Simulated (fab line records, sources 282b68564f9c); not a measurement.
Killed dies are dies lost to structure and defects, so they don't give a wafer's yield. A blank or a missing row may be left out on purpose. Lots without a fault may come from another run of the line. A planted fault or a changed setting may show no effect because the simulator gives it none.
Which tool did it? | flow rit_cmos | 14 lots, 42 wafers sampled, at 2 steps of a route of 202

WHAT THE GAUGES READ, wafer by wafer
RIT_NSD_TW_MEAS_10.
lot  | measured    | on            | NSD_TW
L151 | day 3 02:12 | film_metro-01 | 3101 3102 3105
L152 | day 3 09:07 | film_metro-02 | 3116 3110 3105
L153 | day 3 15:03 | film_metro-04 | 3089 3099 3092
L154 | day 3 17:25 | film_metro-02 | 3130 3112 3120
L155 | day 3 22:02 | film_metro-01 | 3130 3116 3136
L161 | day 5 05:41 | film_metro-02 | 30 30 30
L162 | day 5 20:53 | film_metro-02 | 30 30 30
L166 | day 6 18:44 | film_metro-01 | 3115 3104 3103
L167 | day 7 00:35 | film_metro-01 | 3090 3087 3082
L169 | day 7 11:36 | film_metro-01 | 3087 3080 3099
L170 | day 7 18:04 | film_metro-01 | 3104 3090 3079
L171 | day 7 18:07 | film_metro-01 | 3091 3087 3105
L174 | day 8 00:06 | film_metro-04 | 3071 3089 3089
L173 | day 8 02:00 | film_metro-02 | 3115 3111 3106

WHICH TOOL RAN EACH LOT (tool, then ch and the chambers of the sampled wafers, then the start)
lot  | RIT_NSD_DEVELOP_05
L151 | litho_track-02 ch 0, day 3 01:00
L152 | litho_track-03 ch 0, day 3 08:00
L153 | litho_track-02 ch 0, day 3 14:00
L154 | litho_track-04 ch 0, day 3 16:00
L155 | litho_track-03 ch 0, day 3 21:00
L161 | litho_track-03 ch 0, day 5 05:00
L162 | litho_track-03 ch 0, day 5 20:00
L166 | litho_track-04 ch 0, day 6 17:00
L167 | litho_track-04 ch 0, day 6 23:00
L169 | litho_track-04 ch 0, day 7 10:00
L170 | litho_track-04 ch 0, day 7 17:00
L171 | litho_track-02 ch 0, day 7 17:00
L174 | litho_track-02 ch 0, day 7 23:00
L173 | litho_track-04 ch 0, day 8 01:00
- RIT_NSD_DEVELOP_05: develop time 50 s.

WHAT THE TOOLS THEMSELVES READ (means of the sampled wafers that have a number; where no wafer has one, the mark that the record gives instead)
The record holds no such reading with a usual standard deviation.

THE ANSWER, worked out from the rows above alone
Rule: what is usual is taken from the lots themselves. Put in order of their means at a reading, lots are off if they are a third of the lots or fewer, leave a main group of 4 or more, and stand apart from it by a gap of 3 or more times the standard deviation of the main group's means; of several such gaps the widest counts. A main group whose means are all the same, to the digits that the tables above print for the reading, isn't used. A lot without any number at a reading at which 4 lots or more have one is off too. The other lots that the step has rows for count as sound. The gauges are gone through in route order, then the tools' own readings, and for those a lot's mean is taken as printed above. The first step at which some lot is off is used, and at that step the reading that is off furthest; a lot without a number counts as furthest.
Off: L161, L162, at RIT_NSD_TW_MEAS_10 (NSD_TW). The main group: mean 3101, standard deviation 14.
A tool fits if, at a process step before that reading, it ran every lot that is off, and no sound lot after the first of them. The gauges at RIT_NSD_TW_MEAS_10 are tried like those tools. One fits: litho_track-03 at RIT_NSD_DEVELOP_05. Its last sound lot is L155 (day 3 21:00), its first lot that is off L161 (day 5 05:00): a fault that began between those two fits.

WHAT THE SIMULATOR HAD PUT IN
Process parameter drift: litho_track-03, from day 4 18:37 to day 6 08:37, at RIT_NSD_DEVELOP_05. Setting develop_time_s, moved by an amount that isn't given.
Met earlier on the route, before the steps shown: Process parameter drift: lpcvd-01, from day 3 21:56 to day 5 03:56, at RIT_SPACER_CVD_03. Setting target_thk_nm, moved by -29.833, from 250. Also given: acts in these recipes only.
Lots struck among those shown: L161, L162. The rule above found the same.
